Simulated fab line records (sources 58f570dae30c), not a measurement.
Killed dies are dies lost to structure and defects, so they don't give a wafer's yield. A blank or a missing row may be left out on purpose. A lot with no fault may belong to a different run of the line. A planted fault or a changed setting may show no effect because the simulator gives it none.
Which of the tools did it?    flow berkeleyCmos170    14 lots, 42 wafers sampled, at 6 steps of a route of 331

WHAT EACH GAUGE READ, for each wafer
UCB170_CONTACT_CD_MEAS_15 targets a cd of 700 nm. Usual: cdNm 699.8 nm, standard deviation 1.4.
lot   measured      on        cdNm (nm)          flag
L512  day 8 02:39   cdSem-02  698.8 698.4 699.3  
L513  day 8 12:22   cdSem-01  703.0 701.4 701.1  
L515  day 8 12:37   cdSem-02  698.5 700.3 700.0  
L514  day 8 15:04   cdSem-02  700.4 701.6 700.1  
L517  day 8 23:32   cdSem-01  699.9 700.1 700.1  
L516  day 8 23:53   cdSem-01  700.0 699.0 699.8  
L520  day 9 10:02   cdSem-02  701.2 700.0 701.2  
L522  day 9 23:45   cdSem-01  702.2 701.0 701.6  
L521  day 10 01:40  cdSem-01  699.7 700.4 698.8  
L524  day 10 06:15  cdSem-02  701.4 701.2 702.1  
L525  day 10 23:56  cdSem-01  699.3 701.0 699.5  
L527  day 11 02:19  cdSem-01  700.1 699.2 699.8  
L530  day 11 11:05  cdSem-02  699.0 698.5 699.5  
L535  day 12 23:14  cdSem-01  697.4 698.1 697.5  

UCB170_CONTACT_CD_MEAS_90 targets a cd of 700 nm. Usual: cdNm 699.7 nm, standard deviation 1.4.
lot   measured      on        cdNm (nm)          flag
L512  day 8 03:10   cdSem-02  698.7 697.6 699.4  
L513  day 8 12:47   cdSem-01  703.2 701.5 701.5  
L515  day 8 13:02   cdSem-02  698.0 700.6 700.3  
L514  day 8 15:29   cdSem-01  700.4 702.3 700.5  
L517  day 8 23:58   cdSem-02  699.7 699.8 699.9  
L516  day 9 00:23   cdSem-02  700.3 698.9 699.5  
L520  day 9 10:28   cdSem-02  700.7 700.5 700.9  
L522  day 10 00:10  cdSem-01  702.5 701.3 700.9  
L521  day 10 02:05  cdSem-01  699.8 699.6 698.0  
L524  day 10 06:40  cdSem-01  700.5 701.1 701.4  
L525  day 11 00:24  cdSem-02  699.7 701.1 699.8  
L527  day 11 02:44  cdSem-01  699.4 697.9 699.7  
L530  day 11 11:31  cdSem-01  698.1 698.7 699.4  
L535  day 12 23:40  cdSem-02  697.9 697.8 697.3  

UCB170_M2_RS_MEAS_02: measures by four-point-probe. Usual: M2_AL_RS typically reads 0.03225 ohm/sq, with standard deviation 0.00026.
lot   measured      on            M2_AL_RS (ohm/sq)                               flag
L512  day 8 09:10   filmMetro-04  0.03211 0.03199 0.03193                         
L513  day 8 19:25   filmMetro-02  0.03197 0.03229 0.03222                         
L515  day 8 21:46   filmMetro-02  0.03217 0.03173 0.0321                          
L514  day 9 01:11   filmMetro-03  0.03198 0.03231 0.03179                         
L517  day 9 06:21   filmMetro-04  0.03212 0.03208 0.03223                         
L516  day 9 07:34   filmMetro-02  0.03229 0.03204 0.03227                         
L520  day 9 17:27   filmMetro-04  0.03265 0.03283 0.03239                         
L522  day 10 06:26  filmMetro-03  0.03244 0.03246 0.03239                         
L521  day 10 09:34  filmMetro-04  0.03219 0.03189 0.03221                         
L524  day 10 12:43  filmMetro-03  0.03206 0.0322 0.03207                          
L525  day 11 06:59  filmMetro-02  0.02578 0.03224 0.03209 0.0258 0.03239 0.03213  OFF
L527  day 11 09:47  filmMetro-02  0.02568 0.03184 0.032 0.02568 0.03185 0.03204   OFF
L530  day 11 17:31  filmMetro-04  0.03273 0.03264 0.03244                         
L535  day 13 05:37  filmMetro-03  0.03266 0.03212 0.03237                         

UCB170_M2_THK_MEAS_03: measures by xrf. Usual: M2_AL_THK typically reads 885 nm, with standard deviation 9.
lot   measured      on            M2_AL_THK (nm)             flag
L512  day 8 09:17   filmMetro-04  884 886 887                
L513  day 8 19:31   filmMetro-02  889 884 883                
L515  day 8 21:52   filmMetro-02  887 901 889                
L514  day 9 01:18   filmMetro-03  891 882 899                
L517  day 9 06:28   filmMetro-04  883 880 878                
L516  day 9 07:40   filmMetro-02  880 886 881                
L520  day 9 17:34   filmMetro-04  870 864 872                
L522  day 10 06:33  filmMetro-03  887 885 891                
L521  day 10 09:41  filmMetro-04  886 895 886                
L524  day 10 12:49  filmMetro-03  894 891 895                
L525  day 11 08:55  filmMetro-02  1098 887 884 1102 882 887  OFF
L527  day 11 13:43  filmMetro-02  1109 898 890 1100 896 894  OFF
L530  day 11 17:37  filmMetro-04  876 872 878                
L535  day 13 05:44  filmMetro-03  881 892 887                

WHICH TOOL RAN EACH LOT (tool, then ch and the chambers of the sampled wafers, then the start)
lot   UCB170_CONTACT_STRIP_19              UCB170_M2_SPUTTER_01
L512  plasmaAsher-03 ch 0,1, day 8 03:04   pvdSputter-04, day 8 09:05
L513  plasmaAsher-03 ch 0,1, day 8 12:40   pvdSputter-04, day 8 19:18
L515  plasmaAsher-02 ch 0,1, day 8 12:55   pvdSputter-03, day 8 21:40
L514  plasmaAsher-03 ch 0,1, day 8 15:23   pvdSputter-03, day 9 01:05
L517  plasmaAsher-04 ch 0,1, day 8 23:52   pvdSputter-03, day 9 06:16
L516  plasmaAsher-02 ch 0,1, day 9 00:13   pvdSputter-04, day 9 07:26
L520  plasmaAsher-03 ch 0,1, day 9 10:22   pvdSputter-02, day 9 17:22
L522  plasmaAsher-02 ch 0,1, day 10 00:04  pvdSputter-02, day 10 06:20
L521  plasmaAsher-02 ch 0, day 10 01:59    pvdSputter-03, day 10 09:28
L524  plasmaAsher-03 ch 0,1, day 10 06:33  pvdSputter-04, day 10 12:36
L525  plasmaAsher-03 ch 0,1, day 11 00:15  pvdSputter-04, day 11 06:52
L527  plasmaAsher-02 ch 0,1, day 11 02:37  pvdSputter-04, day 11 09:40
L530  plasmaAsher-04 ch 0, day 11 11:23    pvdSputter-02, day 11 17:25
L535  plasmaAsher-04 ch 0,1, day 12 23:34  pvdSputter-02, day 13 05:32
- UCB170_CONTACT_STRIP_19: strips in O2.
- UCB170_M2_SPUTTER_01: material Al, target thk 900 nm, time 120 s.

AS READ BY THE TOOLS THEMSELVES (means over the sampled wafers that have a number; for cases with no such wafer, the mark the record gives instead)
UCB170_CONTACT_STRIP_19. Usual: drypumpMotorCurrentA 5.8 A, standard deviation 0.64; oesProductAu 0.725 a.u., standard deviation 0.0047.
lot   tool            drypumpMotorCurrentA (A)  oesProductAu (a.u.)  flag
L512  plasmaAsher-03  5.9                       0.726                
L513  plasmaAsher-03  6.0                       0.728                
L515  plasmaAsher-02  5.5                       0.727                
L514  plasmaAsher-03  6.0                       0.725                
L517  plasmaAsher-04  6.4                       0.722                
L516  plasmaAsher-02  5.6                       0.724                
L520  plasmaAsher-03  6.0                       0.724                
L522  plasmaAsher-02  5.1                       0.723                
L521  plasmaAsher-02  6.0                       0.723                
L524  plasmaAsher-03  6.0                       0.729                
L525  plasmaAsher-03  6.0                       0.723                
L527  plasmaAsher-02  5.1                       0.722                
L530  plasmaAsher-04  6.3                       0.725                
L535  plasmaAsher-04  6.4                       0.728                

UCB170_M2_SPUTTER_01. Usual: cathodeDcPowerW 6000.0 W, standard deviation 1.2; throttleValvePct 30.2 %, standard deviation 0.75.
lot   tool           cathodeDcPowerW (W)  throttleValvePct (%)  flag
L512  pvdSputter-04  5999.8               30.0                  
L513  pvdSputter-04  5999.1               30.2                  
L515  pvdSputter-03  5999.4               30.8                  
L514  pvdSputter-03  5998.3               30.6                  
L517  pvdSputter-03  6000.4               30.5                  
L516  pvdSputter-04  5999.2               30.4                  
L520  pvdSputter-02  5999.4               29.5                  
L522  pvdSputter-02  5999.9               30.3                  
L521  pvdSputter-03  6000.0               30.5                  
L524  pvdSputter-04  6000.5               29.2                  
L525  pvdSputter-04  6495.1               30.5                  OFF
L527  pvdSputter-04  6495.7               29.8                  OFF
L530  pvdSputter-02  6000.1               30.1                  
L535  pvdSputter-02  6000.2               29.7                  

THE ANSWER, worked out from the rows above alone
Rule: lot off if the mean of its wafers having a number is beyond 3 standard deviations from the usual mean. A lot without any number at a reading at which 4 lots or more have one is off too. All remaining lots with rows at the step are treated as sound. The gauges are gone through in route order, then the tools' own readings, and for those a lot's mean is taken as printed above. The first step at which some lot is off is used, and at that step the reading that is off furthest; a lot without a number counts as furthest.
Off: L525, L527, seen at UCB170_M2_RS_MEAS_02 (M2_AL_RS).
If a tool, at a process step before that reading, ran all the lots that are off and no sound lot after the first of them, it fits. The gauges at UCB170_M2_RS_MEAS_02 aren't tried: what is off there is off at UCB170_M2_SPUTTER_01 too, on other tools, and a gauge's error can't cause that. One fits: pvdSputter-04 at UCB170_M2_SPUTTER_01. A fault onset in the window from L524 (day 10 12:36, its last sound lot) to L525 (day 11 06:52, its first lot off) fits.
On the lots that are off, the tool's own readings at UCB170_M2_SPUTTER_01 differ by more than 5 times the standard deviation of the sound lots' means, which bears it out; cathodeDcPowerW reads 6495.4 W there versus 5999.7 W on the sound lots.

WHAT THE SIMULATOR HAD PUT IN
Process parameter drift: pvdSputter-04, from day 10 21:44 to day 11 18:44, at UCB170_M2_SPUTTER_01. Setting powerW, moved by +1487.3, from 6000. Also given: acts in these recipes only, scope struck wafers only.
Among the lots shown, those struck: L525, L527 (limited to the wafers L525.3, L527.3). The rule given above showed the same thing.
